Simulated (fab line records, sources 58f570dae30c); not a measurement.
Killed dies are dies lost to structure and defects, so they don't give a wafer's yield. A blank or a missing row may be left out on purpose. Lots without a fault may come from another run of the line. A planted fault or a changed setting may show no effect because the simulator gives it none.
Which tool did it? | flow berkeley_cmos170 | 14 lots, 42 wafers sampled, at 5 steps of a route of 331

WHAT THE GAUGES READ, wafer by wafer
UCB170_PWELL_THK_MEAS_03.
lot  | measured    | on            | PWELL_OXIDE_THK (nm)
L304 | day 2 12:07 | film_metro-03 | 25.1 25.3 25.4
L307 | day 3 09:46 | film_metro-02 | 25.7 25.5 26.0
L308 | day 3 09:46 | film_metro-01 | 25.5 25.3 25.7
L309 | day 3 19:14 | film_metro-01 | 25.3 25.1 25.3
L310 | day 4 00:16 | film_metro-02 | 25.4 24.9 24.9
L311 | day 4 00:16 | film_metro-03 | 25.8 26.1 25.4
L312 | day 4 04:47 | film_metro-02 | 26.0 25.8 26.2
L313 | day 4 07:41 | film_metro-01 | 26.4 26.2 26.1
L315 | day 4 22:36 | film_metro-01 | 25.6 25.5 25.6
L317 | day 5 09:28 | film_metro-01 | 26.0 26.1 26.3
L321 | day 6 01:25 | film_metro-03 | 25.7 25.9 25.9
L322 | day 6 08:54 | film_metro-03 | 25.2 25.6 25.4
L325 | day 6 21:07 | film_metro-03 | 26.2 26.2 26.3
L324 | day 6 21:09 | film_metro-02 | 25.2 25.4 25.6

UCB170_PWELL_TW_MEAS_17.
lot  | measured    | on            | PWELL_TW
L304 | day 2 20:59 | film_metro-02 | 385.9 386.6 384.8
L307 | day 3 17:24 | film_metro-03 | 375.9 377.3 377.8
L308 | day 3 17:15 | film_metro-02 | 382.1 381.3 383.2
L309 | day 4 03:44 | film_metro-02 | 384.3 384.9 385.7
L310 | day 4 07:47 | film_metro-02 | 383.9 385.0 385.5
L311 | day 4 07:31 | film_metro-03 | 379.1 377.2 377.9
L312 | day 4 10:35 | film_metro-02 | 383.6 384.7 385.8
L313 | day 4 15:03 | film_metro-02 | 385.3 385.0 385.2
L315 | day 5 06:43 | film_metro-02 | 385.5 383.3 384.6
L317 | day 5 16:44 | film_metro-02 | 382.4 382.1 381.3
L321 | day 6 07:32 | film_metro-02 | 384.0 382.6 381.5
L322 | day 6 14:15 | film_metro-02 | 459.8 459.4 459.3
L325 | day 7 05:35 | film_metro-01 | 380.0 380.9 380.6
L324 | day 7 05:44 | film_metro-03 | 453.7 454.3 456.0

UCB170_PFIELD_OVL_MEAS_06.
lot  | measured    | on         | PFIELD_OVL (nm)
L304 | day 3 23:01 | overlay-01 | -2 -2 3
L307 | day 4 21:41 | overlay-02 | -6 -5 -8
L308 | day 4 22:25 | overlay-02 | -2 -6 -1
L309 | day 5 11:22 | overlay-02 | -6 -8 -9
L310 | day 5 10:08 | overlay-02 | -7 -16 -6
L311 | day 5 12:49 | overlay-02 | -4 -13 -6
L312 | day 5 13:04 | overlay-01 | 7 5 1
L313 | day 5 17:28 | overlay-02 | -1 -2 -3
L315 | day 6 11:12 | overlay-02 | -8 1 -5
L317 | day 6 20:35 | overlay-01 | -6 -6 -7
L321 | day 7 16:00 | overlay-02 | 5 5 3
L322 | day 8 00:53 | overlay-02 | -2 -4 -1
L325 | day 8 12:05 | overlay-02 | -3 -2 -8
L324 | day 8 12:24 | overlay-01 | -10 -11 -3

WHICH TOOL RAN EACH LOT (tool, then ch and the chambers of the sampled wafers, then the start)
lot  | UCB170_PWELL_IMPLANT_15        | UCB170_PWELL_STRIP_16
L304 | implanter-01 ch 0, day 2 20:44 | plasma_asher-01 ch 0,1, day 2 20:53
L307 | implanter-01 ch 0, day 3 17:09 | plasma_asher-02 ch 0,1, day 3 17:18
L308 | implanter-01 ch 0, day 3 17:00 | plasma_asher-02 ch 0,1, day 3 17:09
L309 | implanter-01 ch 0, day 4 03:29 | plasma_asher-01 ch 0,1, day 4 03:38
L310 | implanter-04 ch 0, day 4 07:32 | plasma_asher-02 ch 0,1, day 4 07:41
L311 | implanter-02 ch 0, day 4 07:16 | plasma_asher-04 ch 0,1, day 4 07:25
L312 | implanter-02 ch 0, day 4 10:22 | plasma_asher-02 ch 0,1, day 4 10:30
L313 | implanter-02 ch 0, day 4 14:48 | plasma_asher-04 ch 0,1, day 4 14:57
L315 | implanter-01 ch 0, day 5 06:28 | plasma_asher-01 ch 0, day 5 06:36
L317 | implanter-04 ch 0, day 5 16:30 | plasma_asher-01 ch 0,1, day 5 16:37
L321 | implanter-02 ch 0, day 6 07:17 | plasma_asher-04 ch 0,1, day 6 07:26
L322 | implanter-04 ch 0, day 6 14:01 | plasma_asher-02 ch 0,1, day 6 14:08
L325 | implanter-01 ch 0, day 7 05:16 | plasma_asher-04 ch 0,1, day 7 05:23
L324 | implanter-04 ch 0, day 7 05:30 | plasma_asher-01 ch 0,1, day 7 05:37
- UCB170_PWELL_IMPLANT_15
- UCB170_PWELL_STRIP_16: strips in O2.

WHAT THE TOOLS THEMSELVES READ (means of the sampled wafers that have a number; where no wafer has one, the mark that the record gives instead)
UCB170_PWELL_IMPLANT_15.
lot  | tool         | dose_ions_cm2 | faraday_current_uA | tilt_deg (degrees)
L304 | implanter-01 | 5e+12         | 15.9               | 6.998
L307 | implanter-01 | 5e+12         | 15.8               | 6.993
L308 | implanter-01 | 5e+12         | 16.0               | 6.975
L309 | implanter-01 | 5e+12         | 15.9               | 6.979
L310 | implanter-04 | 5e+12         | 15.6               | 7.001
L311 | implanter-02 | 5e+12         | 15.8               | 6.998
L312 | implanter-02 | 5e+12         | 15.6               | 7.008
L313 | implanter-02 | 5e+12         | 15.8               | 7.024
L315 | implanter-01 | 5e+12         | 15.8               | 7.027
L317 | implanter-04 | 5e+12         | 15.7               | 6.999
L321 | implanter-02 | 5e+12         | 15.9               | 7.019
L322 | implanter-04 | 9e+12         | 28.2               | 7.001
L325 | implanter-01 | 5e+12         | 15.8               | 7.011
L324 | implanter-04 | 9e+12         | 28.6               | 6.982

UCB170_PWELL_STRIP_16.
lot  | tool            | drypump_motor_current_A (A) | oes_product_au (a.u.) | strip_time_to_endpoint_s (s)
L304 | plasma_asher-01 | 5.7                         | 0.728                 | 18.05
L307 | plasma_asher-02 | 6.1                         | 0.717                 | 18.11
L308 | plasma_asher-02 | 6.1                         | 0.719                 | 18.06
L309 | plasma_asher-01 | 6.1                         | 0.724                 | 18.08
L310 | plasma_asher-02 | 6.1                         | 0.727                 | 18.08
L311 | plasma_asher-04 | 5.2                         | 0.723                 | 18.22
L312 | plasma_asher-02 | 6.0                         | 0.720                 | 18.06
L313 | plasma_asher-04 | 5.2                         | 0.720                 | 18.09
L315 | plasma_asher-01 | 5.2                         | 0.722                 | 18.13
L317 | plasma_asher-01 | 5.7                         | 0.718                 | 17.98
L321 | plasma_asher-04 | 5.1                         | 0.719                 | 18.12
L322 | plasma_asher-02 | 6.2                         | 0.720                 | 18.13
L325 | plasma_asher-04 | 5.2                         | 0.721                 | 18.13
L324 | plasma_asher-01 | 5.7                         | 0.715                 | 18.12

THE ANSWER, worked out from the rows above alone
Rule: what is usual is taken from the lots themselves. Put in order of their means at a reading, lots are off if they are a third of the lots or fewer, leave a main group of 4 or more, and stand apart from it by a gap of 3 or more times the standard deviation of the main group's means; of several such gaps the widest counts. A main group whose means are all the same, to the digits that the tables above print for the reading, isn't used. A lot without any number at a reading at which 4 lots or more have one is off too. The other lots that the step has rows for count as sound. The gauges are gone through in route order, then the tools' own readings, and for those a lot's mean is taken as printed above. The first step at which some lot is off is used, and at that step the reading that is off furthest; a lot without a number counts as furthest.
Off: L322, L324, at UCB170_PWELL_TW_MEAS_17 (PWELL_TW). The main group: mean 382.7, standard deviation 2.8.
A tool fits if, at a process step before that reading, it ran every lot that is off, and no sound lot after the first of them. The gauges at UCB170_PWELL_TW_MEAS_17 aren't tried: what is off there is off at UCB170_PWELL_IMPLANT_15 too, on other tools, and a gauge's error can't cause that. One fits: implanter-04 at UCB170_PWELL_IMPLANT_15. Its last sound lot is L317 (day 5 16:30), its first lot that is off L322 (day 6 14:01): a fault that began between those two fits.
The tool's own readings at UCB170_PWELL_IMPLANT_15 bear it out: on the lots that are off they differ by more than 5 times the standard deviation of the sound lots' means. dose_ions_cm2 reads 9e+12 there against 5e+12 on the sound lots; faraday_current_uA reads 28.4 there against 15.8 on the sound lots.

WHAT THE SIMULATOR HAD PUT IN
Process parameter drift: implanter-04, from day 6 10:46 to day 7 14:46, at UCB170_PWELL_IMPLANT_15. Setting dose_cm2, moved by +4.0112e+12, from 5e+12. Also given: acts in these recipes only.
Lots struck among those shown: L322, L324. The rule above found the same.
